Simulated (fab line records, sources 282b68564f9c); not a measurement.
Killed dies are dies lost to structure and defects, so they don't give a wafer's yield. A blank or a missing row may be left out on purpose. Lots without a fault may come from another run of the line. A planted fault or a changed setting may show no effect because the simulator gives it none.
One fault seen from 2 desks | flow rit_cmos | each desk has only its own numbers; what lay behind them comes last

THE METROLOGY DESK
What the gauges read, lot by lot, whatever tool the lot ran on: means of the sampled wafers that have a number. A lot is out of limits, marked OUT, if its mean lies more than 4 standard deviations from the usual mean; the brackets give that distance.
Columns: A = GATE_OXIDE_THK at RIT_GATE_THK_MEAS_07, usual 3.01 nm; B = GATE_POLY_THK at RIT_GATE_THK_MEAS_09, usual 250.3 nm; C = cd_nm at RIT_GATE_CD_MEAS_16, usual 149.3 nm; D = GATE_OVL at RIT_GATE_OVL_MEAS_17, usual 0.7 nm
lot  | first seen here | A    | B     | C     | D
L727 | day 2 09:10     | 3.05 | 251.4 | 145.7 | 1.2
L734 | day 3 21:02     | 3.11 | 250.4 | 148.9 | 2.2
L740 | day 5 07:24     | 3.10 | 248.8 | 149.8 | 2.5
L741 | day 5 12:25     | 3.03 | 252.0 | 147.0 | 0.3
L743 | day 6 01:56     | 3.13 | 251.9 | 149.2 | -0.0
L750 | day 7 09:46     | 2.98 | 254.6 | 148.7 | 1.1
This desk's finding: nothing out of limits on any of the 6 lots.

THE TOOL OWNER'S DESK: rie_si-02
The tool's own readings at RIT_GATE_ETCH_19 (etches poly-Si in SF6/CHF3/O2, stops on SiO2, time 165 s, target depth 312.5 nm): means of the sampled wafers that have a number, for each lot that ran on this tool. A lot is out of limits, marked OUT, if its mean lies more than 4 standard deviations from the usual mean; the brackets give that distance.
Columns: A = O2_flow_sccm at RIT_GATE_ETCH_19, usual 4.999 sccm; B = drypump_motor_current_A at RIT_GATE_ETCH_19, usual 5.4 A; C = oes_product_au at RIT_GATE_ETCH_19, usual 0.847 a.u.; D = throttle_valve_pct at RIT_GATE_ETCH_19, usual 10.23 %
lot  | first seen here | A     | B   | C     | D
L727 | day 2 12:03     | 5.004 | 5.6 | 0.842 | 10.20
L741 | day 5 15:22     | 4.998 | 5.6 | 0.857 | 10.20
L743 | day 6 05:06     | 5.009 | 5.5 | 0.841 | 10.21
This desk's finding: nothing out of limits on any of the 3 lots.

PUT TOGETHER
The metrology desk saw nothing out of limits.
The tool owner's desk saw nothing out of limits.

WHAT THE SIMULATOR HAD PUT IN
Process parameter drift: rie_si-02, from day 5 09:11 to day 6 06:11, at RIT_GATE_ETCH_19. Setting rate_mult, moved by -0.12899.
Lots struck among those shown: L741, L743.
